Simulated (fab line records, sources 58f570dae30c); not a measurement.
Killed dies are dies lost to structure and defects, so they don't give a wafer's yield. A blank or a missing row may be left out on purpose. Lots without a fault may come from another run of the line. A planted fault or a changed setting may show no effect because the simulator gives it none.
A struck lot beside a sound one | flow berkeley_cmos170 | 38 steps out of a route of 331
Sound: wafers L617.1, L617.2, L617.4. Struck: wafers L620.1, L620.3, L620.6. The cause comes at the end.
At each step with rows: each side's tool, then ch and its chambers, then its first start. Under that, the readings that differ: sound wafers | struck wafers | difference of the means | sigmas: that difference in standard deviations of wafers without a fault.
alike: readings whose means differ by less than 2 such deviations, and words and numbers that are the same on both sides. not compared: withheld readings, readings that some wafer has no value for, bounds like >300 that may hide the same value, and numbers for which the record gives no deviation and whose values overlap.
The two part at a step that has a row with sigmas, a row that says differs or no value, or rows on one side only. Numbers that don't overlap but have no deviation are shown without sigmas and don't part them. A reading that every wafer of one side lacks parts them only if that side has two wafers or more.

first, 1 step without rows for these wafers: UCB170_SPACER_CVD_00 (deposits SiO2 from TEOS/O2, target thk 376 nm, time 47 s).
UCB170_SPACER_THK_MEAS_01:
  sound on film_metro-01, day 9 21:01; struck on film_metro-03, day 10 06:56
  alike: SPACER_TEOS_THK
then, 1 step without rows for these wafers: UCB170_SPACER_ANNEAL_02 (time 1800 s).
UCB170_SPACER_ETCHBACK_03: etches SiO2 in CHF3/CF4/Ar, stops on Si, target depth 376 nm, time 100 s.
  sound on rie_diel-02 ch 0,2,3, day 10 03:28; struck on rie_diel-01 ch 0,1,2, day 10 12:53
  alike: drypump_motor_current_A, oes_product_au, throttle_valve_pct
  not compared: rf_hours_counter_h
then, 6 steps without rows for these wafers: UCB170_PSD_HMDS_00 (prime time 60 s); UCB170_PSD_COAT_01 (resist thk 900 nm); UCB170_PSD_SOFTBAKE_02 (time 60 s); UCB170_PSD_EXPOSE_03 (exposes mask PSELECT MOD, target cd 1200 nm); UCB170_PSD_PEB_04; UCB170_PSD_DEVELOP_05 (develop time 45 s).
UCB170_PSD_CD_MEAS_06: target cd 1200 nm.
  sound on cd_sem-02, day 10 05:49; struck on cd_sem-01, day 10 14:04
  alike: cd_nm
UCB170_PSD_OVL_MEAS_07:
  sound on overlay-02, day 10 05:56; struck on overlay-02, day 10 14:11
  alike: PSD_OVL
UCB170_PSD_IMPLANT_08:
  sound on implanter-01 ch 0, day 10 05:58; struck on implanter-03 ch 0, day 10 14:14
  reading                          | sound                      | struck                        | difference | sigmas
  dose_ions_cm2                    | 3e+15 3e+15 2.996e+15      | 2.103e+15 2.099e+15 2.104e+15 | -8.967e+14 | -99 or more
  end_station_pressure_torr (Torr) | 1.34e-05 1.25e-05 1.31e-05 | 1.06e-05 1.01e-05 9.5e-06     | -2.93e-06  | -4
  faraday_current_uA               | 9420 9147 9041             | 6174 6627 6572                | -2745      | -14
UCB170_PSD_STRIP_09: strips in O2.
  sound on plasma_asher-01 ch 0,1, day 10 06:07; struck on plasma_asher-03 ch 0,1, day 10 14:23
  reading                      | sound             | struck            | difference | sigmas
  drypump_motor_current_A (A)  | 6.4 6.6 6.5       | 5.6 5.1 5.1       | -1.2       | -2
  oes_product_au (a.u.)        | 0.594 0.596 0.603 | 0.655 0.654 0.649 | +0.055     | +11
  strip_time_to_endpoint_s (s) | 29.47 29.41 29.55 | 25.78 25.78 25.78 | -3.70      | -40
  not compared: rf_hours_counter_h
UCB170_PSD_TW_MEAS_10:
  sound on film_metro-01, day 10 06:13; struck on film_metro-01, day 10 14:29
  reading | sound          | struck         | difference | sigmas
  PSD_TW  | 2321 2321 2333 | 2081 2083 2077 | -245       | -16
then, 7 steps without rows for these wafers: UCB170_PSD_CLEAN_11 (cleans in SPM, time 600 s); UCB170_NSD_HMDS_00 (prime time 60 s); UCB170_NSD_COAT_01 (resist thk 900 nm); UCB170_NSD_SOFTBAKE_02 (time 60 s); UCB170_NSD_EXPOSE_03 (exposes mask NSELECT MOD, target cd 1200 nm); UCB170_NSD_PEB_04; UCB170_NSD_DEVELOP_05 (develop time 45 s).
UCB170_NSD_CD_MEAS_06: target cd 1200 nm.
  sound on cd_sem-01, day 10 07:52; struck on cd_sem-02, day 10 16:52
  alike: cd_nm
UCB170_NSD_OVL_MEAS_07:
  sound on overlay-02, day 10 07:59; struck on overlay-02, day 10 16:59
  alike: NSD_OVL
then, 1 step without rows for these wafers: UCB170_NSD_IMPLANT_08.
UCB170_NSD_STRIP_09: strips in O2.
  sound on plasma_asher-02 ch 0,1, day 10 08:10; struck on plasma_asher-02 ch 0,1, day 10 17:10
  alike: drypump_motor_current_A, oes_product_au, strip_time_to_endpoint_s
  not compared: rf_hours_counter_h
UCB170_NSD_TW_MEAS_10:
  sound on film_metro-04, day 10 08:16; struck on film_metro-01, day 10 17:16
  alike: NSD_TW
then, 4 steps without rows for these wafers: UCB170_NSD_CLEAN_11 (cleans in SPM, time 600 s); UCB170_BACKSIDE_HMDS_00 (prime time 60 s); UCB170_BACKSIDE_COAT_01 (resist thk 900 nm); UCB170_BACKSIDE_SOFTBAKE_02 (time 60 s).
UCB170_BACKSIDE_STRIP_03: strips in O2.
  sound on plasma_asher-02 ch 0,1, day 10 08:57; struck on plasma_asher-03 ch 1, day 10 18:08
  alike: drypump_motor_current_A, oes_product_au, strip_time_to_endpoint_s
  not compared: rf_hours_counter_h
then, 1 step without rows for these wafers: UCB170_BACKSIDE_CLEAN_04 (cleans in SPM, time 600 s).
UCB170_SDANNEAL_RTA_00: time 10 s.
  sound on rtp_anneal-02 ch 0, day 10 09:15; struck on rtp_anneal-02 ch 0, day 10 18:34
  alike: lamp_power_pct, wafer_temp_C_max
UCB170_SDANNEAL_RTA_01: time 5 s.
  sound on rtp_anneal-02 ch 0, day 10 09:19; struck on rtp_anneal-02 ch 0, day 10 18:38
  alike: lamp_power_pct, wafer_temp_C_max
UCB170_SDANNEAL_RS_MEAS_02: measures by four-point-probe.
  sound on film_metro-03, day 10 09:23; struck on film_metro-01, day 10 18:41
  reading         | sound          | struck         | difference | sigmas
  PSD_RS (ohm/sq) | 75.1 75.4 74.9 | 96.0 95.8 96.2 | +20.9      | +63
UCB170_SDANNEAL_RS_MEAS_03: measures by four-point-probe.
  sound on film_metro-03, day 10 09:30; struck on film_metro-01, day 10 18:49
  alike: NSD_RS
UCB170_M3_PROBE_99:
  sound on prober-01, day 11 11:37; struck on prober-01, day 11 20:51
  reading                              | sound             | struck            | difference | sigmas
  model.etest.contact_ppoly.end_ohm_um | 215.1 227.6 225.8 | 386 416.8 394.4   | +176       |
  model.etest.contact_pplus.end_ohm_um | 59.16 60.23 60.26 | 74 74.41 75.03    | +15        |
  model.etest.vpnp.gain                | 11.74 11.53 11.55 | 10.75 10.73 10.59 | -0.92      |

WHERE THEY PART
First at UCB170_PSD_IMPLANT_08; last, within this record, at UCB170_SDANNEAL_RS_MEAS_02. Later steps at which nothing parts them and some readings are alike: UCB170_SDANNEAL_RS_MEAS_03.

WHY: what the simulator had put in
Process parameter drift: implanter-03, from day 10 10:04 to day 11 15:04, at UCB170_PSD_IMPLANT_08. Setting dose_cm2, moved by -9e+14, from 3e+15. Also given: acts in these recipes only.
